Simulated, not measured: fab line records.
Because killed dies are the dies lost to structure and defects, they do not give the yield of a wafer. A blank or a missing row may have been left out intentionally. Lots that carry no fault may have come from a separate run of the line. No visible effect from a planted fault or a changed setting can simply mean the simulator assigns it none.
Problem report, 8D (eight disciplines) form, completed by code -- flow ritCmos -- the parts of the form that need people (team, actions taken, sign-off) are left out

1. THE PROBLEM
NLDD_TW at RIT_NLDD_TW_MEAS_10 reads a mean of 2844 on 6 wafers of 2 lots; wafers without a fault read 2509 with a standard deviation of 35. Relative to the usual mean, that is a shift of +9.6 standard deviations.
Earliest sighting: wafer L398.2 on filmMetro-01 at day 5 17:11. The record has a number at this step for 42 wafers belonging to 14 lots. By rule, "out" or "out of limits" means more than 4 standard deviations away from the usual mean. Any other wafer with a number is counted as sound.

2. WHAT IT IS; WHAT IT IS NOT
question,is,is not
which readings at this step,NLDD_TW,-
which lots,"L398, L402","L384, L385, L386, L387, L388, L389, L390, L391, L392, L404, L405, L406"
which wafers of those lots,all that have a number,-
read on which gauges,"filmMetro-01, filmMetro-04",filmMetro-02
when,from day 5 17:11,"up to then (27 sound wafers); but 9 sound wafers of L404, L405, L406 came after"

3. SUSPECTS, AND WHAT RULES EACH OUT
Counting: a tool stays on the suspect list if, at a process step up to the reading, it processed all lots that are out and no sound lot following the first of them.
- the gauge at RIT_NLDD_TW_MEAS_10 has been ruled out. The wafers that are out were read on 2 gauges (filmMetro-01, filmMetro-04).
- implanter-02 at RIT_NLDD_IMPLANT_08: kept. Every lot that is out went through it, starting with L398 (day 5 16:53), and after that it ran no sound lot; the last sound lot it ran before then is L392 (day 4 12:55). Its own doseIonsCm2, faradayCurrentUA readings are out on those wafers.
The count leaves implanter-02 at RIT_NLDD_IMPLANT_08.

4. THE CAUSE (what the simulator had put in)
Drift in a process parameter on implanter-02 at RIT_NLDD_IMPLANT_08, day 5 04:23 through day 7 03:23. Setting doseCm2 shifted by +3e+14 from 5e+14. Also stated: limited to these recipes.
Only this tool survived the counting.

5. SEQUENCE OF EFFECTS, ordered by route
Rows list readings where the struck wafers' mean (over those with a number) sits beyond 3 standard deviations from the usual. Only readings whose record carries a usual standard deviation are examined. hours: median over the lots of the time between each lot's start at the first step of this table that gives one and its start at this step. sigmas: the change, counted in usual standard deviations.
hours,step,reading,usual,on struck wafers,change,sigmas
0,RIT_NLDD_IMPLANT_08,doseIonsCm2,5.001e+14,8.000e+14,+2.999e+14,+99 or more
0,RIT_NLDD_IMPLANT_08,faradayCurrentUA,1573,2515,+942,+30
0,RIT_NLDD_TW_MEAS_10,NLDD_TW,2509,2844,+334,+9.6
9,RIT_SDANNEAL_RS_MEAS_07,NLDD_RS,151.7 ohm/sq,103.5,-48.2,-89
Its process steps:
- RIT_NLDD_IMPLANT_08

6. HOW IT WOULD HAVE BEEN CAUGHT EARLIER
The first out-of-limits reading at a measuring or inspecting step in this record came at day 5 17:11, 13 hours after the fault's start at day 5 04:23.
At RIT_NLDD_IMPLANT_08, the tool's own readings (doseIonsCm2, faradayCurrentUA) were out on each struck wafer the step has a row for, so an alarm limit on them would have fired on the first such wafer.
L402, from the lots that are out (2), started RIT_NLDD_IMPLANT_08 on implanter-02 later than day 5 17:11. Holding the tool at that time would have saved it.
